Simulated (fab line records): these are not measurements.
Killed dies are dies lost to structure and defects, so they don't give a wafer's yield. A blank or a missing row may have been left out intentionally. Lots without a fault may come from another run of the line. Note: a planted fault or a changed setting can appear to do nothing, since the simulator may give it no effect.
Struck lot and sound lot, side by side ; flow berkeley-cmos170 ; 16 out of 331 route steps
Sound: these wafers, L427.2, L427.3, L427.5. The struck wafers were L435.3, L435.4, L435.5. The cause is named last.
At each step with rows: each side's tool, then ch and its chambers, then its first start. Under that, the readings that differ: sound wafers ; struck wafers ; difference of the means ; sigmas: that difference in standard deviations of wafers without a fault.
alike: words and numbers the same on both sides, and readings whose means are apart by under 2 such deviations; not compared: readings that were withheld, readings missing a value for some wafer, numbers with overlapping values and no deviation given by the record, and bounds like >300 which may hide the same value.
A row with sigmas, a row that says differs or no value, or rows on one side alone: a step with any of these is where the two part. Non-overlapping numbers with no deviation appear without sigmas and do not part them. A reading missing from all wafers of one side parts the sides only when that side holds two or more wafers.

first, 5 steps without rows for these wafers: UCB170_NLDD_COAT_01 (resist thk 900 nm); UCB170_NLDD_SOFTBAKE_02 (time 60 s); UCB170_NLDD_EXPOSE_03 (exposes mask NSELECT, target cd 1200 nm); UCB170_NLDD_PEB_04; UCB170_NLDD_DEVELOP_05 (develop time 45 s).
UCB170_NLDD_CD_MEAS_06: target cd 1200 nm.
  struck on cd-sem-02, day 8 05:22; sound on cd-sem-02, day 6 06:07
  alike: cd-nm
UCB170_NLDD_OVL_MEAS_07:
  struck on overlay-02, day 8 05:28; sound on overlay-01, day 6 06:13
  alike: NLDD_OVL
then, 2 steps without rows for these wafers: UCB170_NLDD_IMPLANT_08; UCB170_NLDD_IMPLANT_09.
UCB170_NLDD_STRIP_10: strips in O2.
  sound on plasma-asher-02 ch 0,1, day 6 06:32; struck on plasma-asher-01 ch 0,1, day 8 05:49
  alike: drypump-motor-current-A, oes-product-au, strip-time-to-endpoint-s
  not compared: rf-hours-counter-h
UCB170_NLDD_TW_MEAS_11:
  struck on film-metro-03, day 8 05:54; sound on film-metro-01, day 6 06:42
  alike: NLDD_TW
then, 1 step without rows for these wafers: UCB170_NLDD_CLEAN_12 (cleans in SPM, time 600 s).
UCB170_SPACER_CVD_00: deposits SiO2 from TEOS/O2, target thk 376 nm, time 47 s.
  sound on pecvd-01 ch 1,2, day 6 06:55; struck on pecvd-01 ch 0,1,2, day 8 06:08
reading;sound;struck;difference;sigmas
model.SiO2_of_SPACER_CVD_00.thk-nm (nm);370.4 365.3 373.7;422.3 430.9 429.8;+57.9;
  alike: heater-power-w, pressure-mtorr
UCB170_SPACER_THK_MEAS_01:
  struck on film-metro-02, day 8 06:25; sound on film-metro-04, day 6 06:59
reading;sound;struck;difference;sigmas
SPACER_TEOS_THK (nm);370 365 374;422 431 430;+58;+11
  not compared: hold
UCB170_SPACER_ETCHBACK_03: etches SiO2 in CHF3/CF4/Ar, stops on Si, target depth 376 nm, time 100 s.
  sound on rie-diel-01 ch 1,3, day 6 09:14; struck on rie-diel-04 ch 0,2, day 8 11:36
reading;sound;struck;difference;sigmas
oes-product-au (a.u.);0.917 0.862 0.876;0.994 1.002 1.006;+0.116;+6
throttle-valve-pct (%);6.47 6.47 6.47;6.54 6.67 6.68;+0.16;+2
model.etch.depth-nm (nm);370.4 365.3 373.7;422.3 430.9 429.8;+57.9;
  alike: drypump-motor-current-A
  not compared: rf-hours-counter-h
then, 1 step without rows for these wafers: UCB170_PSD_HMDS_00 (prime time 60 s).

WHERE THEY PART
At UCB170_SPACER_THK_MEAS_01 first; at UCB170_SPACER_ETCHBACK_03 last (within this record only).

WHY: the cause the simulator had injected
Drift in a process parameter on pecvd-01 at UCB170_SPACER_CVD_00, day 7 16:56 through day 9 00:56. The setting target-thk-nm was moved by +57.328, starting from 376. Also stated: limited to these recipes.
